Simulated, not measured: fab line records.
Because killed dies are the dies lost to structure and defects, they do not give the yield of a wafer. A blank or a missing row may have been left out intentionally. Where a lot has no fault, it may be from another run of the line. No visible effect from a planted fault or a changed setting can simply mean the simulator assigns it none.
Split-lot trial :: flow ritCmos :: 5 lots, 27 wafers read, on a route of 202 steps

ON THE SPLIT
At RIT_GATE_DEVELOP_15 (develop time 50 s), the setting developTimeS was moved away from the recipe's 50 s on 9 of the 27 wafers read, by -21.3% to +23.4%. This setting was run at the recipe's value on the other wafers.

FROM THE SPLIT TO THE READING: what the file shows between them, 4 steps
- RIT_SILICIDE_SPUTTER_01: material Ti, target thk 30 nm, time 240 s (also split here: timeS)
- RIT_SILICIDE_RS_MEAS_02: measures by four-point-probe
- RIT_SILICIDE_THK_MEAS_03: measures by xrf
- RIT_M1_ANNEAL_15: time 1800 s (also split here: timeS)

THE READING
etest.nmos_0p15.driveUaUm (the simulator's own value, which no gauge read), at RIT_M1_PROBE_99. The file does not state a usual value for it. The 18 wafers here that ran the recipe average 472.6, standard deviation 14.

wafer: L077.1
tool, chamber at the split: lithoTrack-03, 0
developTimeS as run, s: 50
against the recipe: recipe
etest.nmos_0p15.driveUaUm: 497.2
against lot-mates on the recipe: -

wafer: L077.2
tool, chamber at the split: lithoTrack-03, 0
developTimeS as run, s: 60.2
against the recipe: +20.4%
etest.nmos_0p15.driveUaUm: 669.6
against lot-mates on the recipe: +181.5

wafer: L077.3
tool, chamber at the split: lithoTrack-03, 0
developTimeS as run, s: 50
against the recipe: recipe
etest.nmos_0p15.driveUaUm: 469.2
against lot-mates on the recipe: -

wafer: L077.4
tool, chamber at the split: lithoTrack-03, 0
developTimeS as run, s: 60.2
against the recipe: +20.4%
etest.nmos_0p15.driveUaUm: 673.3
against lot-mates on the recipe: +185.2

wafer: L077.5
tool, chamber at the split: lithoTrack-03, 0
developTimeS as run, s: 60.2
against the recipe: +20.4%
etest.nmos_0p15.driveUaUm: 665.8
against lot-mates on the recipe: +177.7

wafer: L077.6
tool, chamber at the split: lithoTrack-03, 0
developTimeS as run, s: 50
against the recipe: recipe
etest.nmos_0p15.driveUaUm: 498
against lot-mates on the recipe: -

wafer: L078.1
tool, chamber at the split: lithoTrack-02, 0
developTimeS as run, s: 50
against the recipe: recipe
etest.nmos_0p15.driveUaUm: 453.9
against lot-mates on the recipe: -

wafer: L078.2
tool, chamber at the split: lithoTrack-02, 0
developTimeS as run, s: 61.71
against the recipe: +23.4%
etest.nmos_0p15.driveUaUm: 666.7
against lot-mates on the recipe: +211.2

wafer: L078.3
tool, chamber at the split: lithoTrack-02, 0
developTimeS as run, s: 50
against the recipe: recipe
etest.nmos_0p15.driveUaUm: 454.7
against lot-mates on the recipe: -

wafer: L078.4
tool, chamber at the split: lithoTrack-02, 0
developTimeS as run, s: 61.71
against the recipe: +23.4%
etest.nmos_0p15.driveUaUm: 658.5
against lot-mates on the recipe: +203.0

wafer: L078.5
tool, chamber at the split: lithoTrack-02, 0
developTimeS as run, s: 61.71
against the recipe: +23.4%
etest.nmos_0p15.driveUaUm: 644.5
against lot-mates on the recipe: +189.0

wafer: L078.6
tool, chamber at the split: lithoTrack-02, 0
developTimeS as run, s: 50
against the recipe: recipe
etest.nmos_0p15.driveUaUm: 457.8
against lot-mates on the recipe: -

wafer: L080.1
tool, chamber at the split: lithoTrack-04, 0
developTimeS as run, s: 39.34
against the recipe: -21.3%
etest.nmos_0p15.driveUaUm: 356.4
against lot-mates on the recipe: -127.9

wafer: L080.2
tool, chamber at the split: lithoTrack-04, 0
developTimeS as run, s: 50
against the recipe: recipe
etest.nmos_0p15.driveUaUm: 480.4
against lot-mates on the recipe: -

wafer: L080.3
tool, chamber at the split: lithoTrack-04, 0
developTimeS as run, s: 50
against the recipe: recipe
etest.nmos_0p15.driveUaUm: 486.3
against lot-mates on the recipe: -

wafer: L080.4
tool, chamber at the split: lithoTrack-04, 0
developTimeS as run, s: 39.34
against the recipe: -21.3%
etest.nmos_0p15.driveUaUm: 352
against lot-mates on the recipe: -132.3

wafer: L080.5
tool, chamber at the split: lithoTrack-04, 0
developTimeS as run, s: 50
against the recipe: recipe
etest.nmos_0p15.driveUaUm: 486.2
against lot-mates on the recipe: -

wafer: L080.6
tool, chamber at the split: lithoTrack-04, 0
developTimeS as run, s: 39.34
against the recipe: -21.3%
etest.nmos_0p15.driveUaUm: 344.6
against lot-mates on the recipe: -139.7

wafer: L083.1
tool, chamber at the split: lithoTrack-04, 0
developTimeS as run, s: 50
against the recipe: recipe
etest.nmos_0p15.driveUaUm: 479.5
against lot-mates on the recipe: -

wafer: L083.2
tool, chamber at the split: lithoTrack-04, 0
developTimeS as run, s: 50
against the recipe: recipe
etest.nmos_0p15.driveUaUm: 474.2
against lot-mates on the recipe: -

wafer: L083.3
tool, chamber at the split: lithoTrack-04, 0
developTimeS as run, s: 50
against the recipe: recipe
etest.nmos_0p15.driveUaUm: 483.6
against lot-mates on the recipe: -

wafer: L083.4
tool, chamber at the split: lithoTrack-04, 0
developTimeS as run, s: 50
against the recipe: recipe
etest.nmos_0p15.driveUaUm: 480.6
against lot-mates on the recipe: -

wafer: L083.5
tool, chamber at the split: lithoTrack-04, 0
developTimeS as run, s: 50
against the recipe: recipe
etest.nmos_0p15.driveUaUm: 463.2
against lot-mates on the recipe: -

wafer: L083.6
tool, chamber at the split: lithoTrack-04, 0
developTimeS as run, s: 50
against the recipe: recipe
etest.nmos_0p15.driveUaUm: 468.7
against lot-mates on the recipe: -

wafer: L084.1
tool, chamber at the split: lithoTrack-03, 0
developTimeS as run, s: 50
against the recipe: recipe
etest.nmos_0p15.driveUaUm: 469.7
against lot-mates on the recipe: -

wafer: L084.2
tool, chamber at the split: lithoTrack-03, 0
developTimeS as run, s: 50
against the recipe: recipe
etest.nmos_0p15.driveUaUm: 453
against lot-mates on the recipe: -

wafer: L084.5
tool, chamber at the split: lithoTrack-03, 0
developTimeS as run, s: 50
against the recipe: recipe
etest.nmos_0p15.driveUaUm: 451
against lot-mates on the recipe: -

THE FIT
A straight line over all 27 wafers: etest.nmos_0p15.driveUaUm changes by +7.54 for each +1% of developTimeS; r = +0.98; the points scatter about the line by 22.
The same after taking each lot's own level away (the mean of its wafers on the recipe; 27 wafers): +7.8 for each +1%; r = +0.99; scatter 15.
That fit puts the effect of the largest move of developTimeS on the reading at 1.8e+02.
Across the lots, their own levels run from 455.47 to 488.13, a range of 2.3 times the standard deviation given above.
The two slopes agree, so the slope changes little with the lot-to-lot level.
Check: for one of the wafers moved furthest among these (+23.4%), held out of the fit, the line's prediction against its lot-mates is +187. Against them it came out at +211.

THESE WAFERS: OTHER SPLITS
Before the reading, these wafers also passed through other splits. Each is held against what the fit with the lots' levels taken away leaves over:
other split on the same wafers: RIT_FOX1_OXIDATION_00 oxTimeS
wafers away from the commonest value: 18
r with etest.nmos_0p15.driveUaUm (lot level and that fit taken away): +0.18

other split on the same wafers: RIT_SILICIDE_SPUTTER_01 timeS
wafers away from the commonest value: 12
r with etest.nmos_0p15.driveUaUm (lot level and that fit taken away): -0.27

other split on the same wafers: RIT_M1_ANNEAL_15 timeS
wafers away from the commonest value: 21
r with etest.nmos_0p15.driveUaUm (lot level and that fit taken away): +0.15

THE WHOLE CHAIN: every reading that the file lists as answering this split, in the file's order
step: RIT_M1_PROBE_99
what it does: 
reading: etest.pmosTurned.rOnOhmUm (the simulator's own value, which no gauge read)
change (the file's fit): -40.8 for each +1% of the setting
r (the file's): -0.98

step: RIT_M1_PROBE_99
what it does: 
reading: etest.pmos_0p15.rOnOhmUm (the simulator's own value, which no gauge read)
change (the file's fit): -39.9 for each +1% of the setting
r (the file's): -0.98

step: RIT_M1_PROBE_99
what it does: 
reading: etest.pmos_0p3.rOnOhmUm (the simulator's own value, which no gauge read)
change (the file's fit): -40.9 for each +1% of the setting
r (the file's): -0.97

step: RIT_M1_PROBE_99
what it does: 
reading: etest.nmos_0p15.driveUaUm (the simulator's own value, which no gauge read)
change (the file's fit): +7.93 for each +1% of the setting
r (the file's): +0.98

FILE'S OWN FIT
etest.nmos_0p15.driveUaUm changes by +7.93 for each +1% of developTimeS, r = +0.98.
